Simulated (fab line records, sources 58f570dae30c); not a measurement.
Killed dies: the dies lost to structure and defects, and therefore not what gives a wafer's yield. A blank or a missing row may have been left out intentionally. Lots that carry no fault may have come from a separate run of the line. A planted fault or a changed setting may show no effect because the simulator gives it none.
Problem report in the 8D (eight disciplines) form, filled by code + flow berkeley cmos170 + the parts of the form that need people (team, actions taken, sign-off) are left out

== 1. THE ISSUE ==
beam energy keV at UCB170_NSD_IMPLANT_08 reads a mean of 39.568 on 6 wafers of 2 lots; wafers without a fault read 40.000 with a standard deviation of 0.012. That puts it -36 standard deviations away from the usual mean.
The first sign was on wafer L314.1 at day 10 23:22, on implanter-02. At this step, 42 wafers from 14 lots have a number in the record. Rule for "out", or "out of limits": more than 4 standard deviations from the usual mean. Any other wafer with a number is counted as sound.

== 2. WHAT IT IS, AND WHAT IT ISN'T ==
| question                    | is                     | is not                                                                 |
|-----------------------------|------------------------|------------------------------------------------------------------------|
| which readings at this step | beam energy keV        | -                                                                      |
| which lots                  | L314, L316             | L294, L295, L296, L297, L298, L299, L302, L303, L304, L305, L306, L315 |
| which wafers of those lots  | all that have a number | -                                                                      |
| read on which tools         | implanter-02           | implanter-01, implanter-03                                             |
| when                        | from day 10 23:22      | up to then (33 sound wafers); but 3 sound wafers of L315 came after    |

== 3. THE SUSPECTS, EACH WITH WHAT RULES IT OUT ==
Counting: a tool at any process step up to the reading remains a suspect when it ran all the lots that are out and ran no sound lot after the first of those.
- implanter-02 at UCB170_NSD_IMPLANT_08: kept. It processed each lot that is out, first L314 at day 10 23:22, and no sound lot thereafter; up to then, the last sound lot it processed was L306 at day 9 05:46. On those wafers its own readings are out: beam energy keV.
Left after counting: implanter-02 at UCB170_NSD_IMPLANT_08.

== 4. THE CAUSE (what the simulator had put in) ==
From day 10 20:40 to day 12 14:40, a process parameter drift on implanter-02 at UCB170_NSD_IMPLANT_08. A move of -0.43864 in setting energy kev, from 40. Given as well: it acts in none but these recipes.
Counting left only this tool.

== 5. SEQUENCE OF EFFECTS, ordered by route ==
Rows list readings where the struck wafers' mean (over those with a number) sits beyond 3 standard deviations from the usual. Only readings for which the record gives a usual standard deviation are gone through. hours: the time from each lot's start at the first step in this table that gives one to its start at this step, as a median over the lots. sigmas: the change in usual standard deviations.
| hours | step                  | reading         | usual  | on struck wafers | change | sigmas |
|-------|-----------------------|-----------------|--------|------------------|--------|--------|
| 0     | UCB170_NSD_IMPLANT_08 | beam energy keV | 40.000 | 39.568           | -0.432 | -36    |
It contains these process steps:
- UCB170_NSD_IMPLANT_08
Later steps that measure or inspect, where all struck wafers having a row at the step show a number for every such reading and not one has moved that far: UCB170_V1_THK_MEAS_04, UCB170_M2_THK_MEAS_03.

== 6. HOW IT WOULD HAVE BEEN CAUGHT EARLIER ==
First out-of-limits reading in this record: day 10 23:22, which is 3 hours after fault onset at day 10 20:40.
